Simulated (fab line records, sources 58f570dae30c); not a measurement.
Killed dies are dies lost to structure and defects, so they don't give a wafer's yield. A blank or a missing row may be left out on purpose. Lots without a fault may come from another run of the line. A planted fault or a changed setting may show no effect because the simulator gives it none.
Split-lot experiment | flow berkeley_cmos170 | 5 lots, 23 wafers read, on a route of 331 steps

THE SPLIT
At UCB170_CONTACT_CVD_01 (deposits PSG from SiH4/O2/PH3, target thk 700 nm, time 2820 s), the setting o2_flow_sccm was moved away from the recipe's 90 sccm on 15 of the 23 wafers read, by +12.9% to +14.4%. The other wafers ran this setting at the recipe's value.

The file shows no step between the split and the reading.

THE READING
CONTACT_PSG_THK, in nm, at UCB170_CONTACT_THK_MEAS_02. Fault-free wafers of this fab line usually give 701 nm, standard deviation 7.8 nm.

wafer  | tool, chamber at the split | o2_flow_sccm as run, sccm | against the recipe | CONTACT_PSG_THK, nm | against lot-mates on the recipe
L076.1 | -, -                       | 102.8                     | +14.2%             | 766                 | no lot-mate on the recipe
L076.2 | -, -                       | 102.8                     | +14.2%             | 763                 | no lot-mate on the recipe
L076.4 | -, -                       | 102.8                     | +14.2%             | 758                 | no lot-mate on the recipe
L076.5 | -, -                       | 102.8                     | +14.2%             | 757                 | no lot-mate on the recipe
L076.6 | -, -                       | 102.8                     | +14.2%             | 763                 | no lot-mate on the recipe
L077.2 | -, -                       | 101.6                     | +12.9%             | 747                 | no lot-mate on the recipe
L077.3 | -, -                       | 101.6                     | +12.9%             | 752                 | no lot-mate on the recipe
L077.4 | -, -                       | 101.6                     | +12.9%             | 740                 | no lot-mate on the recipe
L077.5 | -, -                       | 101.6                     | +12.9%             | 749                 | no lot-mate on the recipe
L077.6 | -, -                       | 101.6                     | +12.9%             | 750                 | no lot-mate on the recipe
L079.1 | -, -                       | 90                        | recipe             | 696                 | -
L079.3 | -, -                       | 90                        | recipe             | 699                 | -
L079.4 | -, -                       | 90                        | recipe             | 699                 | -
L079.5 | -, -                       | 90                        | recipe             | 706                 | -
L079.6 | -, -                       | 90                        | recipe             | 698                 | -
L082.1 | -, -                       | 103                       | +14.4%             | 753                 | no lot-mate on the recipe
L082.2 | -, -                       | 103                       | +14.4%             | 751                 | no lot-mate on the recipe
L082.4 | -, -                       | 103                       | +14.4%             | 749                 | no lot-mate on the recipe
L082.5 | -, -                       | 103                       | +14.4%             | 750                 | no lot-mate on the recipe
L082.6 | -, -                       | 103                       | +14.4%             | 755                 | no lot-mate on the recipe
L083.1 | lpcvd-02, 1                | 90                        | recipe             | 700                 | -
L083.2 | lpcvd-02, 1                | 90                        | recipe             | 699                 | -
L083.4 | lpcvd-02, 1                | 90                        | recipe             | 703                 | -

THE FIT
A straight line over all 23 wafers: CONTACT_PSG_THK changes by +3.87 nm for each +1% of o2_flow_sccm; r = +0.98; the points scatter about the line by 5.1 nm.
Too few moved wafers have a lot-mate on the recipe to fit a line with each lot's own level taken away.

THE WHOLE CHAIN: every reading that the file lists as answering this split, in the file's order
step                       | what it does                                                  | reading                                                                       | change (the file's fit)              | r (the file's)
UCB170_CONTACT_CVD_01      | deposits PSG from SiH4/O2/PH3, target thk 700 nm, time 2820 s | PSG_of_CONTACT_CVD_01.thk_nm (the simulator's own value, which no gauge read) | +3.88 nm for each +1% of the setting | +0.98
UCB170_CONTACT_THK_MEAS_02 |                                                               | CONTACT_PSG_THK                                                               | +3.89 for each +1% of the setting    | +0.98

THE FILE'S OWN FIT
CONTACT_PSG_THK changes by +3.89 nm for each +1% of o2_flow_sccm, r = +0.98.
